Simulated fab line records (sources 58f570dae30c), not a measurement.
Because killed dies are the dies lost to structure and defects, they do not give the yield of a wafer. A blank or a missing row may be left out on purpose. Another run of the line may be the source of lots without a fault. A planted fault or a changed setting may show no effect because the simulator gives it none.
Tool commonality check | flow berkeley cmos170 | Sample size 14 lots and 42 wafers

== THE REASON FOR OPENING IT ==
2 of 14 lots carry a flag on the reading PLDD_TW at UCB170_PLDD_TW_MEAS_11. No-fault wafers: 1006, standard deviation 5.1.
Rule: flag the lot when none of its wafers has a number, or when each of its wafers that has one lies beyond 4 standard deviations from that mean. As for the other lots, they are considered sound.

lot  | measured     | on            | PLDD_TW, wafer by wafer | flag
L740 | day 7 12:49  | film metro-04 | 1018 1011 1017          |
L744 | day 8 06:02  | film metro-02 | 1002 1001 1002          |
L742 | day 8 06:44  | film metro-03 | 1001 1003 1006          |
L743 | day 8 07:23  | film metro-03 | 1004 1010 1004          |
L745 | day 8 16:11  | film metro-04 | 1017 1017 1011          |
L748 | day 8 20:56  | film metro-02 | 992 999 996             |
L750 | day 8 21:13  | film metro-04 | 1055 1058 1059          | FLAGGED
L747 | day 8 21:40  | film metro-02 | 1000 1003 999           |
L751 | day 10 03:32 | film metro-04 | 1007 1014 1008          |
L752 | day 10 03:47 | film metro-03 | 1053 1043 1048          | FLAGGED
L754 | day 10 17:17 | film metro-03 | 1005 1000 996           |
L756 | day 10 18:01 | film metro-04 | 1010 1007 1005          |
L759 | day 11 11:07 | film metro-03 | 1001 1003 1006          |
L761 | day 12 11:16 | film metro-03 | 1008 1008 1009          |
The numbers of the flagged lots are 1053 on average: +47 against the usual, or +9 standard deviations.

== WHICH TOOL EACH LOT WENT THROUGH ==
The record holds 1 process step before the reading, out of a route of 331 steps. Cell contents, in order: the tool; ch with the chambers the sampled wafers went through; the start.
lot  | flag    | UCB170_PLDD_IMPLANT_08
L740 |         | implanter-04 ch 0, day 7 12:26
L744 |         | implanter-04 ch 0, day 8 05:40
L742 |         | implanter-03 ch 0, day 8 06:21
L743 |         | implanter-04 ch 0, day 8 06:59
L745 |         | implanter-03 ch 0, day 8 15:49
L748 |         | implanter-03 ch 0, day 8 20:33
L750 | FLAGGED | implanter-04 ch 0, day 8 20:49
L747 |         | implanter-03 ch 0, day 8 21:16
L751 |         | implanter-02 ch 0, day 10 03:10
L752 | FLAGGED | implanter-04 ch 0, day 10 03:23
L754 |         | implanter-03 ch 0, day 10 16:53
L756 |         | implanter-02 ch 0, day 10 17:37
L759 |         | implanter-03 ch 0, day 11 10:43
L761 |         | implanter-02 ch 0, day 12 10:52
What the steps here do:
- UCB170_PLDD_IMPLANT_08
- UCB170_PLDD_TW_MEAS_11

== FLAGGED AGAINST TOTAL, ONE TOOL AT A TIME (gauges that did the reading follow at the end) ==
step                   | tool          | lots run | flagged | share of the flagged lots | sound lots run after its first flagged lot
UCB170_PLDD_IMPLANT_08 | implanter-02  | 3        | 0       | none                      | -
UCB170_PLDD_IMPLANT_08 | implanter-03  | 6        | 0       | none                      | -
UCB170_PLDD_IMPLANT_08 | implanter-04  | 5        | 2       | all                       | 0
UCB170_PLDD_TW_MEAS_11 | film metro-02 | 3        | 0       | none                      | -
UCB170_PLDD_TW_MEAS_11 | film metro-03 | 6        | 1       | some                      | 3 (L754,L759,L761)
UCB170_PLDD_TW_MEAS_11 | film metro-04 | 5        | 1       | some                      | 2 (L751,L756)

== WHAT IS ALLOWED BY THE TABLE ==
Rows of the table that ran each flagged lot: 1, that is implanter-04 at UCB170_PLDD_IMPLANT_08.
- implanter-04 at UCB170_PLDD_IMPLANT_08: 2 of its 5 lots flagged. It ran its last sound lot, L743, at day 8 06:59 and its first flagged lot, L750, at day 8 20:49: a fault with its onset between the two fits. Its own readings (beam energy keV) fall more than 4 standard deviations out on all wafers of the flagged lots.
One tool is left: implanter-04 at UCB170_PLDD_IMPLANT_08.

== WHAT HAD BEEN PUT IN BY THE SIMULATOR ==
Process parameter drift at UCB170_PLDD_IMPLANT_08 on implanter-04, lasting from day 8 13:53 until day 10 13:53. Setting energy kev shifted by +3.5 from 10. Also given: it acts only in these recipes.
Struck lots among those shown: L750, L752. The rule above reached the same finding.
